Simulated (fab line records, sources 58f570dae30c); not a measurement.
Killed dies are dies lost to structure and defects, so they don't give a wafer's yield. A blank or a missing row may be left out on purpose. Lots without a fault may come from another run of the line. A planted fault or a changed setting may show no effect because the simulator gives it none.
Which tool did it? | flow berkeley_cmos170 | 6 lots, 18 wafers sampled, at 2 steps of a route of 331

WHAT THE GAUGES READ, wafer by wafer
UCB170_M2_OVL_MEAS_16.
lot  | measured     | on         | M2_OVL (nm)
L272 | day 8 11:13  | overlay-01 | -2 -2 -7
L274 | day 9 09:46  | overlay-01 | 4 -1 -1
L276 | day 9 15:08  | overlay-02 | -2 1 1
L277 | day 10 05:52 | overlay-02 | 1 -7 -4
L285 | day 11 16:57 | overlay-02 | 4 0 7
L290 | day 12 22:46 | overlay-01 | -4 -2 -4

WHICH TOOL RAN EACH LOT (tool, then ch and the chambers of the sampled wafers, then the start)
lot  | UCB170_M2_STRIP_07
L272 | plasma_asher-01 ch 0,1, day 8 09:10
L274 | plasma_asher-04 ch 0,1, day 9 07:40
L276 | plasma_asher-02 ch 0,1, day 9 13:47
L277 | plasma_asher-04 ch 0,1, day 10 04:11
L285 | plasma_asher-02 ch 0,1, day 11 15:35
L290 | plasma_asher-04 ch 0,1, day 12 20:53
- UCB170_M2_STRIP_07: strips in O2.

THE ANSWER, worked out from the rows above alone
Rule: what is usual is taken from the lots themselves. Put in order of their means at a reading, lots are off if they are a third of the lots or fewer, leave a main group of 4 or more, and stand apart from it by a gap of 3 or more times the standard deviation of the main group's means; of several such gaps the widest counts. A main group whose means are all the same, to the digits that the tables above print for the reading, isn't used. A lot without any number at a reading at which 4 lots or more have one is off too. The other lots that the step has rows for count as sound.
No lot is off at any reading shown: from this, nothing can be told.

WHAT THE SIMULATOR HAD PUT IN
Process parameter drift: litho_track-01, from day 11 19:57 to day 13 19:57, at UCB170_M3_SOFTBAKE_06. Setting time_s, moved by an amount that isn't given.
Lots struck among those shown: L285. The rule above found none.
